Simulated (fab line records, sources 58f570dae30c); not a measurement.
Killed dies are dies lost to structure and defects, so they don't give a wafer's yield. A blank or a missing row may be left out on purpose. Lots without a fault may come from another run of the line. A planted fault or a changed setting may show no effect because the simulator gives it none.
fab line records | flow berkeley_cmos170 | part 1 of 2: steps 1 to 34 of 46
record lots=5 wafers=15 last_day=10
route steps=331 shown PWELL@41 WELLDRIVE@55 ACTIVE@60 PFIELD@79
lots that met no fault: from a run of the same line without faults
start_h: hours from the record's first day to the start of the lot's first wafer shown | wait_h: hours since the lot's step before | " the same as in the row above | L1.1+2: a row that stands for several wafers | - no value, or no start given | * or withheld: withheld | < > ~ a bound
route shown NAME@n: a module of which the file shows steps, and the number in the route of the first | usual: mean/standard deviation of fault-free wafers | same: alike in all rows | chamber/n: place in a boat | sites: the reading at each site | _std_site: their standard deviation | _edge_site: outer sites' mean less inner sites' | radius_mm: how far each site lies from the wafer's centre | mask NAME#n: copy n | behind: the tool/chamber that last shaped the wafer | hold: why the lot was held/for how many hours/how that ended | device: the transistor (n, p or np) that didn't switch | end of line: the same wafers' tests at the end of the route | a step without rows: its recipe alone | killed: dies lost to structure and defects at the first sort, not the wafer's yield | map: a wafer's dies, x killed, . not, _ none there
set.NAME: the setting as run; set.NAME@STEP: as run at that earlier step | model.NAME: the simulator's own value behind a step, which no gauge read
lots at some steps of the route; a table a step, a row a wafer
services: from which hour (start_h, from the record's first day; less than 0 if before it) a tool's chamber was out of use, for how many hours, and why
## steps
# step UCB170_PWELL_HMDS_07
# recipe prime_time_s=60 prime_temp_c=100
# columns lot.wafer tool chamber start_h wait_h
L074.2+4+6 litho_track-01 0 49.88 0.1
L076.1+2+5 litho_track-02 0 60.55 0.1
L086.2+3+4 litho_track-02 0 110.55 0.1
L088.2+3+6 litho_track-04 0 114.48 0.1
L092.1+2+4 litho_track-04 0 134.05 0.3
# step UCB170_PWELL_COAT_08
# recipe resist=KrF spin_rpm=1500 resist_thk_nm=900
# columns lot.wafer tool chamber start_h wait_h
L074.2+4+6 litho_track-01 0 50.03 0.1
L076.1+2+5 litho_track-02 0 60.70 0.1
L086.2+3+4 litho_track-02 0 110.70 0.1
L088.2+3+6 litho_track-04 0 114.63 0.1
L092.1+2+4 litho_track-04 0 134.20 0.1
# step UCB170_PWELL_SOFTBAKE_09
# recipe resist=KrF temp_c=130 time_s=60
# columns lot.wafer tool chamber start_h wait_h
L074.2+4+6 litho_track-01 0 50.18 0.1
L076.1+2+5 litho_track-02 0 60.85 0.1
L086.2+3+4 litho_track-02 0 110.85 0.1
L088.2+3+6 litho_track-04 0 114.78 0.1
L092.1+2+4 litho_track-04 0 134.35 0.1
# step UCB170_PWELL_EXPOSE_10
# recipe mask_id=PWELL target_cd_nm=3000 na=0.5 sigma_outer=0.6 source_shape=conventional dose_mj=19
# usual reticle_temp_C=22.99/0.1
# columns lot.wafer tool chamber start_h wait_h mask reticle_temp_C
L074.2 krf_scanner-01 0 50.45 0.2 PWELL#0 23.20
L074.4 " 0 " " PWELL#0 23.14
L074.6 " 0 " " PWELL#0 23.10
L076.1 krf_scanner-02 0 61.21 0.3 PWELL#0 23.08
L076.2 " 0 " " PWELL#0 23.00
L076.5 " 0 " " PWELL#0 23.03
L086.2 krf_scanner-01 0 111.00 0.1 PWELL#0 22.97
L086.3 " 0 " " PWELL#0 22.96
L086.4 " 0 " " PWELL#0 23.09
L088.2 krf_scanner-01 0 115.05 0.2 PWELL#0 23.12
L088.3 " 0 " " PWELL#0 23.02
L088.6 " 0 " " PWELL#0 22.99
L092.1 krf_scanner-01 0 134.77 0.4 PWELL#0 22.79
L092.2 " 0 " " PWELL#0 22.84
L092.4 " 0 " " PWELL#0 22.83
# step UCB170_PWELL_PEB_11
# recipe peb_temp_c=130 peb_time_s=withheld resist=KrF
# columns lot.wafer tool chamber start_h wait_h
L074.2+4+6 litho_track-01 0 50.91 0.4
L076.1+2+5 litho_track-02 0 61.36 0.1
L086.2+3+4 litho_track-01 0 111.12 0.1
L088.2+3+6 litho_track-04 0 115.17 0.1
L092.1+2+4 litho_track-01 0 135.12 0.3
# step UCB170_PWELL_DEVELOP_12
# recipe developer=TMAH develop_time_s=45 resist=KrF dev_temp_c=21
# columns lot.wafer tool chamber start_h wait_h
L074.2+4+6 litho_track-01 0 - -
L076.1+2+5 litho_track-02 0 - -
L086.2+3+4 litho_track-01 0 - -
L088.2+3+6 litho_track-04 0 - -
L092.1+2+4 litho_track-01 0 - -
# step UCB170_PWELL_OVL_MEAS_13
# usual PWELL_OVL=1/6
# columns lot.wafer tool chamber start_h wait_h PWELL_OVL[nm]
L074.2 overlay-01 - 51.16 - -2
L074.4 " - " " -2
L074.6 " - " " 2
L076.1 overlay-01 - 61.63 - -5
L076.2 " - " " -6
L076.5 " - " " 0
L086.2 overlay-01 - 111.38 - 13
L086.3 " - " " 0
L086.4 " - " " 4
L088.2 overlay-02 - 115.42 - 3
L088.3 " - " " 0
L088.6 " - " " -5
L092.1 overlay-01 - 135.39 - 8
L092.2 " - " " 0
L092.4 " - " " 5
# step UCB170_PWELL_ETCH_14
# recipe chemistry=CH3F/Ar/O2 target=Si3N4 stop_on=SiO2 CH3F_flow_sccm=20 Ar_flow_sccm=50 O2_flow_sccm=7 pressure_mtorr=50 rf_w=450 target_depth_a=2420 over_etch_frac=0.1 time_s=151
# usual chamber_pressure_mTorr=50.00/0.048 drypump_motor_current_A=5.7/0.47 oes_product_au=0.936/0.014 throttle_valve_pct=8.04/0.11
# same over_etch_frac=0.1
# columns lot.wafer tool chamber start_h wait_h chamber_pressure_mTorr drypump_motor_current_A oes_product_au rf_hours_counter_h throttle_valve_pct
L074.2 rie_diel-04 2 51.19 0.0 50.03 5.5 0.944 46 7.94
L074.4 " 1 " " 50.00 6.0 0.957 10 7.89
L074.6 " 1 " " 50.05 6.0 0.961 - 7.91
L076.1 rie_diel-03 1 61.67 0.0 49.99 6.3 0.923 0 8.02
L076.2 " 0 " " 49.90 5.6 0.942 151 8.07
L076.5 " 3 " " 50.01 5.7 0.911 - 8.00
L086.2 rie_diel-01 0 111.41 0.0 50.07 4.7 0.928 2 8.18
L086.3 " 1 " " 50.01 6.1 0.921 95 8.07
L086.4 " 2 " " 50.03 5.5 0.928 16 8.11
L088.2 rie_diel-03 0 115.45 0.0 50.02 5.6 0.936 154 8.05
L088.3 " 1 " " 50.05 6.3 0.919 4 8.03
L088.6 " 1 " " 50.04 6.3 0.920 - 8.04
L092.1 rie_diel-03 0 135.43 0.0 50.08 5.6 0.934 155 8.06
L092.2 " 2 " " 50.03 6.5 0.949 54 8.04
L092.4 " 3 " " 49.97 5.7 0.913 144 8.01
# step UCB170_PWELL_IMPLANT_15
# recipe species=B dose_cm2=5e+12 energy_kev=60 tilt_deg=7
# columns lot.wafer tool chamber start_h wait_h
L074.2+4+6 implanter-04 0 51.32 0.1
L076.1+2+5 implanter-03 0 61.77 0.1
L086.2+3+4 implanter-01 0 111.53 0.1
L088.2+3+6 implanter-01 0 115.58 0.1
L092.1+2+4 implanter-04 0 135.53 0.1
# step UCB170_PWELL_STRIP_16
# recipe chemistry=O2 power_w=400 pressure_mtorr=3500 platen_temp_c=withheld o2_flow_sccm=400 overash_fraction=0.5
# usual chamber_pressure_mTorr=3500/3.1 drypump_motor_current_A=5.9/0.32 oes_product_au=0.721/0.0044 strip_time_to_endpoint_s=18.11/0.12
# columns lot.wafer tool chamber start_h wait_h chamber_pressure_mTorr drypump_motor_current_A oes_product_au rf_hours_counter_h strip_time_to_endpoint_s
L074.2 plasma_asher-03 1 51.44 0.1 3497 6.2 0.723 32 18.22
L074.4 " 0 " " 3497 6.1 0.717 - 18.03
L074.6 " 1 " " 3501 6.2 0.715 - 18.05
L076.1 plasma_asher-02 0 61.92 0.1 3502 5.5 0.717 22 18.02
L076.2 " 1 " " 3502 6.2 0.731 22 18.10
L076.5 " 1 " " 3507 6.2 0.727 - 17.95
L086.2 plasma_asher-02 1 111.66 0.1 3500 6.2 0.720 28 18.18
L086.3 " 0 " " 3503 5.5 0.715 - 18.07
L086.4 " 1 " " 3498 6.2 0.723 - 18.02
L088.2 plasma_asher-02 1 115.70 0.1 3496 6.2 0.719 29 18.12
L088.3 " 0 " " 3496 5.5 0.726 - 18.05
L088.6 " 0 " " 3497 5.5 0.716 - 18.14
L092.1 plasma_asher-02 1 135.68 0.1 3505 6.2 0.716 31 18.16
L092.2 " 0 " " 3499 5.5 0.720 31 18.13
L092.4 " 0 " " 3504 5.5 0.725 - 17.96
# step UCB170_PWELL_TW_MEAS_17
# usual PWELL_TW=379/4.3
# columns lot.wafer tool chamber start_h wait_h PWELL_TW
L074.2 film_metro-02 - 51.55 0.1 377
L074.4 " - " " 375
L074.6 " - " " 376
L076.1 film_metro-03 - 62.02 0.1 375
L076.2 " - " " 376
L076.5 " - " " 377
L086.2 film_metro-01 - 111.77 0.1 382
L086.3 " - " " 382
L086.4 " - " " 384
L088.2 film_metro-01 - 115.81 0.1 385
L088.3 " - " " 385
L088.6 " - " " 386
L092.1 film_metro-01 - 135.78 0.1 384
L092.2 " - " " 384
L092.4 " - " " 385
# step UCB170_PWELL_CLEAN_18
# recipe chemistry=SPM temp_c=120 time_s=600
# columns lot.wafer tool chamber start_h wait_h
L074.2+4+6 wet_bench-01 0 51.60 0.0
L076.1+2+5 wet_bench-03 2 62.08 0.1
L086.2+3+4 wet_bench-04 2 111.82 0.0
L088.2+3+6 wet_bench-01 1 116.17 0.3
L092.1+2+4 wet_bench-01 3 135.84 0.1
# step UCB170_PWELL_WET_ETCH_19
# recipe chemistry=H3PO4 target=Si3N4 temp_c=160 time_s=14400
# columns lot.wafer tool chamber start_h wait_h
L074.2+4+6 wet_bench-03 0 51.78 0.0
L076.1+2+5 wet_bench-03 3 62.27 0.0
L086.2+3+4 wet_bench-01 0 111.99 0.0
L088.2+3+6 wet_bench-04 3 116.39 0.0
L092.1+2+4 wet_bench-01 1 136.19 0.2
# step UCB170_PWELL_WET_ETCH_20
# recipe chemistry=BOE dilution=5:1 target=SiO2 temp_c=25 time_s=22
# columns lot.wafer tool chamber start_h wait_h
L074.2+4+6 wet_bench-01 0 56.15 0.0
L076.1+2+5 wet_bench-03 3 66.64 0.0
L086.2+3+4 wet_bench-04 3 116.34 0.3
L088.2+3+6 wet_bench-04 1 120.43 0.0
L092.1+2+4 wet_bench-01 2 140.37 0.2
# step UCB170_WELLDRIVE_CLEAN_00
# recipe chemistry=SPM temp_c=120 time_s=600
# columns lot.wafer tool chamber start_h wait_h
L074.2+4+6 wet_bench-03 3 56.17 0.0
L076.1+2+5 wet_bench-03 1 66.66 0.0
L086.2+3+4 wet_bench-01 3 116.52 0.2
L088.2+3+6 wet_bench-03 1 120.44 0.0
L092.1+2+4 wet_bench-01 2 140.39 0.0
# step UCB170_WELLDRIVE_OXIDATION_01
# recipe temp_c=1100 ambient=O2 target_thk_a=1990 ox_time_s=9000
# columns lot.wafer tool chamber start_h wait_h
L074.2+4+6 furnace-02 0 60.87 4.5
L076.1+2+5 furnace-04 0 70.21 3.4
L086.2+3+4 furnace-04 0 119.31 2.6
L088.2+3+6 furnace-02 0 123.71 3.1
L092.1+2+4 furnace-04 0 143.46 2.9
# step UCB170_WELLDRIVE_THK_MEAS_02
# recipe reads=SiO2_of_WELLDRIVE_OXIDATION_01
# usual WELLDRIVE_OXIDE_THK=199/3.6
# columns lot.wafer tool chamber start_h wait_h WELLDRIVE_OXIDE_THK[nm]
L074.2 film_metro-04 - 64.38 0.0 208
L074.4 " - " " 202
L074.6 " - " " 204
L076.1 film_metro-04 - 73.71 0.0 196
L076.2 " - " " 198
L076.5 " - " " 199
L086.2 film_metro-04 - 122.82 0.0 194
L086.3 " - " " 195
L086.4 " - " " 195
L088.2 film_metro-04 - 127.22 0.0 200
L088.3 " - " " 200
L088.6 " - " " 200
L092.1 film_metro-01 - 147.01 0.0 202
L092.2 " - " " 198
L092.4 " - " " 200
# step UCB170_WELLDRIVE_ANNEAL_03
# recipe temp_c=1100 time_s=900 ambient=N2
# columns lot.wafer tool chamber start_h wait_h
L074.2+4+6 furnace-02 0 68.47 4.1
L076.1+2+5 furnace-03 0 75.34 1.6
L086.2+3+4 furnace-03 0 126.37 3.5
L088.2+3+6 furnace-02 0 130.06 2.8
L092.1+2+4 furnace-03 0 151.82 4.8
# step UCB170_WELLDRIVE_WET_ETCH_04
# recipe chemistry=BOE dilution=5:1 target=SiO2 temp_c=25 time_s=120
# columns lot.wafer tool chamber start_h wait_h
L074.2+4+6 wet_bench-01 3 70.09 0.4
L076.1+2+5 wet_bench-01 1 80.31 3.7
L086.2+3+4 wet_bench-03 0 127.62 0.0
L088.2+3+6 wet_bench-01 3 131.31 0.0
L092.1+2+4 wet_bench-03 2 153.07 0.0
# step UCB170_ACTIVE_CLEAN_00
# recipe chemistry=SPM temp_c=120 time_s=600
# columns lot.wafer tool chamber start_h wait_h
L074.2+4+6 wet_bench-01 0 70.32 0.2
L076.1+2+5 wet_bench-01 2 80.78 0.4
L086.2+3+4 wet_bench-01 1 127.67 0.0
L088.2+3+6 wet_bench-01 3 131.35 0.0
L092.1+2+4 wet_bench-01 2 153.12 0.0
# step UCB170_ACTIVE_CLEAN_01
# recipe chemistry=dHF dilution=25:1 time_s=60
# columns lot.wafer tool chamber start_h wait_h
L074.2+4+6 wet_bench-03 3 71.18 0.7
L076.1+2+5 wet_bench-01 3 81.37 0.4
L086.2+3+4 wet_bench-03 3 127.84 0.0
L088.2+3+6 wet_bench-01 1 131.52 0.0
L092.1+2+4 wet_bench-04 2 153.31 0.0
# step UCB170_ACTIVE_OXIDATION_02
# recipe temp_c=1000 ambient=O2 target_thk_a=264 ox_time_s=1260
# columns lot.wafer tool chamber start_h wait_h
L074.2+4+6 furnace-01 0 75.93 4.7
L076.1+2+5 furnace-02 0 83.22 1.8
L086.2+3+4 furnace-02 0 131.31 3.4
L088.2+3+6 furnace-02 0 133.91 2.4
L092.1+2+4 furnace-03 0 158.49 5.2
# step UCB170_ACTIVE_THK_MEAS_03
# recipe reads=SiO2_of_ACTIVE_OXIDATION_02
# usual ACTIVE_OXIDE_THK=26.5/0.44
# columns lot.wafer tool chamber start_h wait_h ACTIVE_OXIDE_THK[nm]
L074.2 film_metro-02 - 77.29 0.0 27.1
L074.4 " - " " 26.5
L074.6 " - " " 26.6
L076.1 film_metro-02 - 84.57 0.0 26.6
L076.2 " - " " 26.7
L076.5 " - " " 27.3
L086.2 film_metro-02 - 132.67 0.0 26.7
L086.3 " - " " 26.7
L086.4 " - " " 27.0
L088.2 film_metro-02 - 135.27 0.0 26.9
L088.3 " - " " 26.5
L088.6 " - " " 26.9
L092.1 film_metro-03 - 159.84 0.0 26.6
L092.2 " - " " 26.7
L092.4 " - " " 26.5
# step UCB170_ACTIVE_ANNEAL_04
# recipe temp_c=1000 time_s=900 ambient=N2
# columns lot.wafer tool chamber start_h wait_h
L074.2+4+6 furnace-01 0 80.28 3.0
L076.1+2+5 furnace-02 0 88.82 4.2
L086.2+3+4 furnace-03 0 134.87 2.2
L088.2+3+6 furnace-02 0 139.42 4.1
L092.1+2+4 furnace-02 0 163.77 3.9
# step UCB170_ACTIVE_CVD_05
# recipe material=Si3N4 target_thk_nm=220 temp_c=800 precursor=SiH2Cl2/NH3 time_s=3300 pressure_mtorr=200 sih2cl2_flow_sccm=25 nh3_flow_sccm=75
# usual sih2cl2_flow_sccm=25.01/0.073
# columns lot.wafer tool chamber start_h wait_h sih2cl2_flow_sccm
L074.2 lpcvd-02 0 81.53 0.0 25.00
L074.4 " 0 " " 25.07
L074.6 " 0 " " 24.98
L076.1 lpcvd-01 1 90.07 0.0 24.99
L076.2 " 1 " " 24.99
L076.5 " 1 " " 25.03
L086.2 lpcvd-01 1 136.12 0.0 24.88
L086.3 " 1 " " 24.83
L086.4 " 1 " " 24.95
L088.2 lpcvd-01 0 140.67 0.0 25.01
L088.3 " 0 " " 25.01
L088.6 " 0 " " 25.05
L092.1 lpcvd-02 1 165.02 0.0 25.02
L092.2 " 1 " " 25.03
L092.4 " 1 " " 25.04
# step UCB170_ACTIVE_THK_MEAS_06
# recipe reads=Si3N4_of_ACTIVE_CVD_05
# usual ACTIVE_NITRIDE_THK=220.3/1.7
# columns lot.wafer tool chamber start_h wait_h ACTIVE_NITRIDE_THK[nm]
L074.2 film_metro-03 - 84.42 0.0 221.5
L074.4 " - " " 221.3
L074.6 " - " " 221.0
L076.1 film_metro-04 - 91.99 0.0 220.3
L076.2 " - " " 222.0
L076.5 " - " " 221.7
L086.2 film_metro-04 - 138.05 0.0 219.8
L086.3 " - " " 219.4
L086.4 " - " " 218.1
L088.2 film_metro-02 - 142.60 0.0 222.0
L088.3 " - " " 222.2
L088.6 " - " " 221.4
L092.1 film_metro-03 - 166.94 0.0 220.2
L092.2 " - " " 220.1
L092.4 " - " " 219.1
# step UCB170_ACTIVE_HMDS_07
# recipe prime_time_s=60 prime_temp_c=100
# columns lot.wafer tool chamber start_h wait_h
L074.2+4+6 litho_track-01 0 84.49 0.1
L076.1+2+5 litho_track-03 0 92.19 0.2
L086.2+3+4 litho_track-03 0 138.13 0.1
L088.2+3+6 litho_track-02 0 143.17 0.6
L092.1+2+4 litho_track-02 0 167.33 0.4
# step UCB170_ACTIVE_COAT_08
# recipe resist=KrF spin_rpm=1500 resist_thk_nm=900
# columns lot.wafer tool chamber start_h wait_h
L074.2+4+6 litho_track-01 0 84.64 0.1
L076.1+2+5 litho_track-03 0 92.34 0.1
L086.2+3+4 litho_track-03 0 138.28 0.1
L088.2+3+6 litho_track-02 0 143.32 0.1
L092.1+2+4 litho_track-02 0 167.48 0.1
# step UCB170_ACTIVE_SOFTBAKE_09
# recipe resist=KrF temp_c=130 time_s=60
# columns lot.wafer tool chamber start_h wait_h
L074.2+4+6 litho_track-01 0 84.79 0.1
L076.1+2+5 litho_track-03 0 92.49 0.1
L086.2+3+4 litho_track-03 0 138.43 0.1
L088.2+3+6 litho_track-02 0 143.47 0.1
L092.1+2+4 litho_track-02 0 167.63 0.1
# step UCB170_ACTIVE_EXPOSE_10
# recipe mask_id=ACTIVE target_cd_nm=1200 na=0.5 sigma_outer=0.6 source_shape=conventional dose_mj=20
# usual reticle_temp_C=22.98/0.1
# columns lot.wafer tool chamber start_h wait_h mask reticle_temp_C
L074.2 krf_scanner-01 0 85.06 0.2 ACTIVE#0 22.94
L074.4 " 0 " " ACTIVE#0 23.03
L074.6 " 0 " " ACTIVE#0 22.88
L076.1 krf_scanner-02 0 92.77 0.2 ACTIVE#0 22.96
L076.2 " 0 " " ACTIVE#0 22.88
L076.5 " 0 " " ACTIVE#0 22.98
L086.2 krf_scanner-02 0 138.87 0.4 ACTIVE#0 22.95
L086.3 " 0 " " ACTIVE#0 22.97
L086.4 " 0 " " ACTIVE#0 23.01
L088.2 krf_scanner-02 0 143.62 0.1 ACTIVE#0 22.97
L088.3 " 0 " " ACTIVE#0 22.81
L088.6 " 0 " " ACTIVE#0 22.89
L092.1 krf_scanner-02 0 168.11 0.5 ACTIVE#0 22.74
L092.2 " 0 " " ACTIVE#0 22.99
L092.4 " 0 " " ACTIVE#0 23.03
# step UCB170_ACTIVE_PEB_11
# recipe peb_temp_c=130 peb_time_s=withheld resist=KrF
# columns lot.wafer tool chamber start_h wait_h
L074.2+4+6 litho_track-03 0 85.18 0.1
L076.1+2+5 litho_track-02 0 93.28 0.5
L086.2+3+4 litho_track-03 0 139.00 0.1
L088.2+3+6 litho_track-01 0 143.90 0.3
L092.1+2+4 litho_track-01 0 168.65 0.5
# step UCB170_ACTIVE_DEVELOP_12
# recipe developer=TMAH develop_time_s=45 resist=KrF dev_temp_c=21
# columns lot.wafer tool chamber start_h wait_h
L074.2+4+6 litho_track-03 0 - -
L076.1+2+5 litho_track-02 0 - -
L086.2+3+4 litho_track-03 0 - -
L088.2+3+6 litho_track-01 0 - -
L092.1+2+4 litho_track-01 0 - -
# step UCB170_ACTIVE_CD_MEAS_13
# recipe target_cd_nm=1200
# usual cd_nm=1199.9/1.2
# columns lot.wafer tool chamber start_h wait_h cd_nm
L074.2 cd_sem-02 - 85.45 - 1196.1
L074.4 " - " " 1199.1
L074.6 " - " " 1198.1
L076.1 cd_sem-02 - 93.56 - 1201.8
L076.2 " - " " 1200.3
L076.5 " - " " 1200.7
L086.2 cd_sem-01 - 139.27 - 1198.2
L086.3 " - " " 1199.0
L086.4 " - " " 1198.1
L088.2 cd_sem-01 - 144.17 - 1200.9
L088.3 " - " " 1200.9
L088.6 " - " " 1200.6
L092.1 cd_sem-02 - 168.92 - 1201.0
L092.2 " - " " 1200.3
L092.4 " - " " 1199.9
# step UCB170_ACTIVE_OVL_MEAS_14
# usual ACTIVE_OVL=-1/5.6
# columns lot.wafer tool chamber start_h wait_h ACTIVE_OVL[nm]
L074.2 overlay-02 - 85.56 0.1 -5
L074.4 " - " " -9
L074.6 " - " " -1
L076.1 overlay-01 - 93.68 0.1 -4
L076.2 " - " " 6
L076.5 " - " " 4
L086.2 overlay-02 - 139.37 0.1 8
L086.3 " - " " 10
L086.4 " - " " 3
L088.2 overlay-01 - 144.27 0.1 0
L088.3 " - " " -2
L088.6 " - " " 5
L092.1 overlay-02 - 169.04 0.1 0
L092.2 " - " " 5
L092.4 " - " " 4
